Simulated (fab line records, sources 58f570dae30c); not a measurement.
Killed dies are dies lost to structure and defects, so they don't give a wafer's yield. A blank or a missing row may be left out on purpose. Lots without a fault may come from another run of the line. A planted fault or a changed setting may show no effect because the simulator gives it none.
Tool commonality check | flow berkeley_cmos170 | 14 lots, 42 wafers sampled

WHY IT WAS OPENED
At UCB170_M1_RS_MEAS_01 the reading M1_AL_RS is flagged on 2 of 14 lots. Wafers without a fault read 0.0485 ohm/sq, standard deviation 0.0004.
Rule: a lot is flagged when every wafer of it that has a number lies more than 4 standard deviations from that mean, or none has a number. The other lots count as sound.

lot  | measured     | on            | M1_AL_RS (ohm/sq), wafer by wafer | flag
L754 | day 6 17:38  | film_metro-02 | 0.0485 0.0486 0.0482              |
L756 | day 6 17:46  | film_metro-03 | 0.0480 0.0481 0.0488              |
L758 | day 7 14:25  | film_metro-02 | 0.0483 0.0486 0.0477              |
L761 | day 8 04:07  | film_metro-03 | 0.0483 0.0483 0.0482              |
L764 | day 8 22:44  | film_metro-02 | 0.0490 0.0488 0.0485              |
L763 | day 8 22:57  | film_metro-01 | 0.0493 0.0488 0.0489              |
L766 | day 8 23:04  | film_metro-03 | 0.0485 0.0480 0.0480              |
L762 | day 8 23:20  | film_metro-03 | 0.0488 0.0491 0.0488              |
L765 | day 8 23:26  | film_metro-01 | 0.0239 0.0240 0.0238              | FLAGGED
L770 | day 9 21:31  | film_metro-03 | 0.0479 0.0475 0.0477              |
L769 | day 9 22:01  | film_metro-02 | 0.0240 0.0242 0.0242              | FLAGGED
L771 | day 9 22:59  | film_metro-01 | 0.0489 0.0494 0.0487              |
L767 | day 9 23:45  | film_metro-02 | 0.0477 0.0485 0.0480              |
L777 | day 11 16:20 | film_metro-02 | 0.0490 0.0481 0.0487              |
The numbers of the flagged lots are 0.0240 ohm/sq on average: -0.0245 ohm/sq against the usual, or -61 standard deviations.

WHICH TOOL RAN EACH LOT
The record holds 3 process steps before the reading, out of a route of 331 steps. In each cell: the tool, then ch and the chambers that the sampled wafers went through, then the start.
lot  | flag    | UCB170_NLDD_STRIP_10                | UCB170_PSD_PEB_04                 | UCB170_M1_SPUTTER_00
L754 |         | plasma_asher-04 ch 0,1, day 6 01:38 | litho_track-04 ch 0, day 6 08:11  | pvd_sputter-03, day 6 17:34
L756 |         | plasma_asher-02 ch 0,1, day 6 01:19 | litho_track-04 ch 0, day 6 07:55  | pvd_sputter-01, day 6 17:43
L758 |         | plasma_asher-02 ch 0,1, day 6 21:08 | litho_track-03 ch 0, day 7 02:08  | pvd_sputter-01, day 7 14:21
L761 |         | plasma_asher-04 ch 0,1, day 7 09:22 | litho_track-04 ch 0, day 7 17:19  | pvd_sputter-03, day 8 04:03
L764 |         | plasma_asher-03 ch 0,1, day 8 04:40 | litho_track-04 ch 0, day 8 10:58  | pvd_sputter-02, day 8 22:38
L763 |         | plasma_asher-02 ch 0,1, day 8 05:04 | litho_track-03 ch 0, day 8 10:56  | pvd_sputter-01, day 8 22:53
L766 |         | plasma_asher-02 ch 0,1, day 8 07:55 | litho_track-04 ch 0, day 8 11:38  | pvd_sputter-02, day 8 23:01
L762 |         | plasma_asher-04 ch 0,1, day 8 04:04 | litho_track-03 ch 0, day 8 11:29  | pvd_sputter-02, day 8 23:15
L765 | FLAGGED | plasma_asher-03 ch 0,1, day 8 05:22 | litho_track-03 ch 0, day 8 11:14  | pvd_sputter-01, day 8 23:08
L770 |         | plasma_asher-03 ch 0,1, day 9 02:50 | litho_track-03 ch 0, day 9 08:12  | pvd_sputter-01, day 9 21:26
L769 | FLAGGED | plasma_asher-02 ch 0,1, day 9 03:16 | litho_track-03 ch 0, day 9 08:31  | pvd_sputter-02, day 9 21:40
L771 |         | plasma_asher-02 ch 0, day 9 06:49   | litho_track-02 ch 0, day 9 13:16  | pvd_sputter-03, day 9 22:56
L767 |         | plasma_asher-02 ch 0,1, day 9 07:34 | litho_track-04 ch 0, day 9 13:27  | pvd_sputter-01, day 9 23:39
L777 |         | plasma_asher-03 ch 1, day 10 21:38  | litho_track-04 ch 0, day 11 03:48 | pvd_sputter-03, day 11 16:16
What these steps do:
- UCB170_NLDD_STRIP_10: strips in O2.
- UCB170_PSD_PEB_04
- UCB170_M1_SPUTTER_00: material Al, target thk 600 nm, time 80 s.
- UCB170_M1_RS_MEAS_01: measures by four-point-probe.

FLAGGED OVER TOTAL, TOOL BY TOOL (the gauges that took the reading come last)
step                 | tool            | lots run | flagged | share of the flagged lots | sound lots run after its first flagged lot
UCB170_NLDD_STRIP_10 | plasma_asher-02 | 7        | 1       | some                      | 2 (L771,L767)
UCB170_NLDD_STRIP_10 | plasma_asher-03 | 4        | 1       | some                      | 2 (L770,L777)
UCB170_NLDD_STRIP_10 | plasma_asher-04 | 3        | 0       | none                      | -
UCB170_PSD_PEB_04    | litho_track-02  | 1        | 0       | none                      | -
UCB170_PSD_PEB_04    | litho_track-03  | 6        | 2       | all                       | 2 (L762,L770)
UCB170_PSD_PEB_04    | litho_track-04  | 7        | 0       | none                      | -
UCB170_M1_SPUTTER_00 | pvd_sputter-01  | 6        | 1       | some                      | 2 (L770,L767)
UCB170_M1_SPUTTER_00 | pvd_sputter-02  | 4        | 1       | some                      | 0
UCB170_M1_SPUTTER_00 | pvd_sputter-03  | 4        | 0       | none                      | -
UCB170_M1_RS_MEAS_01 | film_metro-01   | 3        | 1       | some                      | 1 (L771)
UCB170_M1_RS_MEAS_01 | film_metro-02   | 6        | 1       | some                      | 2 (L767,L777)
UCB170_M1_RS_MEAS_01 | film_metro-03   | 5        | 0       | none                      | -

WHAT THE TABLE ALLOWS
1 row of the table ran every flagged lot: litho_track-03 at UCB170_PSD_PEB_04.
- litho_track-03 at UCB170_PSD_PEB_04: 2 of its 6 lots flagged. Sound lots ran on it after the first flagged one (L762, L770), which a lasting fault on the whole tool wouldn't allow.
No row of the table ran every flagged lot and no sound lot after the first.

WHAT THE SIMULATOR HAD PUT IN
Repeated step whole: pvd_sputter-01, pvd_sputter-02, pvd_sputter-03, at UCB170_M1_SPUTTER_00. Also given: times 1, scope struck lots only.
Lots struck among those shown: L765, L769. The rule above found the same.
